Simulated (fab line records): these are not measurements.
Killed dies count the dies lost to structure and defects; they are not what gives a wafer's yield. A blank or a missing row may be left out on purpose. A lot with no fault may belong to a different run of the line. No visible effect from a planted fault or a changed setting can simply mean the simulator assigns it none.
8D (eight disciplines) problem report, filled in by code	flow ritCmos	the parts of the form that need people (team, actions taken, sign-off) are left out

## 1. WHAT IS WRONG
GATE_OXIDE_THK at RIT_GATE_THK_MEAS_07 reads a mean of 3.41 nm on 6 wafers of 2 lots; wafers without a fault read 2.98 nm with a standard deviation of 0.064. Measured from the usual mean, that is +6.7 standard deviations.
Seen first at day 3 20:22 on filmMetro-02, wafer L503.1. At this step, 42 wafers from 14 lots have a number in the record. By rule, "out" or "out of limits" means more than 4 standard deviations away from the usual mean. The other wafers with a number count as sound.

## 2. WHAT IT IS, AND WHAT IT ISN'T
question	is	is not
which readings at this step	GATE_OXIDE_THK	-
which lots	L503, L504	L497, L498, L499, L500, L501, L502, L505, L513, L514, L518, L519, L520
which wafers of those lots	all that have a number	-
read on which gauges	filmMetro-01, filmMetro-02	filmMetro-04
when	from day 3 20:22	up to then (18 sound wafers); but 18 sound wafers of L505, L513, L514, L518, L519, L520 came after

## 3. THE SUSPECTS, EACH WITH WHAT RULES IT OUT
Counting: a tool at any process step up to the reading remains a suspect when it ran all the lots that are out and ran no sound lot after the first of those.
- ruled out: the gauge at RIT_GATE_THK_MEAS_07. 2 gauges (filmMetro-01, filmMetro-02) read the wafers that are out.
- furnace-04 at RIT_GATE_OXIDATION_05 (target thk 3 nm, ox time 270 s): ruled out as a lasting fault. Sound lots L519 ran on it after its first lot that is out, L503 (day 3 19:02).
Left after counting: nothing in the record.

## 4. THE CAUSE (what the simulator had put in)
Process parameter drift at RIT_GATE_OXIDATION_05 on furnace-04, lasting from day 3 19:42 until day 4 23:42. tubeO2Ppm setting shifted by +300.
Counting ruled it out, wrongly: the rule takes a fault to strike every lot that its tool runs from its start on, and this one did not.

## 5. SEQUENCE OF EFFECTS, ordered by route
Each row: a reading whose mean over the struck wafers that have a number lies more than 3 standard deviations from the usual. Only readings whose record carries a usual standard deviation are examined. hours: median over the lots of the time between each lot's start at the first step of this table that gives one and its start at this step. sigmas: the change, counted in usual standard deviations.
hours	step	reading	usual	on struck wafers	change	sigmas
0	RIT_GATE_THK_MEAS_07	GATE_OXIDE_THK	2.98 nm	3.41	+0.43	+6.7

## 6. WHAT WOULD HAVE CAUGHT IT SOONER
In this record the first reading out of limits at a measuring or inspecting step was taken at day 3 20:22, 1 hour after the fault began at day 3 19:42.
An alarm limit of 4 standard deviations would not have fired on the tool readings at RIT_GATE_OXIDATION_05 for which the record gives a usual standard deviation, since none of them was out on any struck wafer.
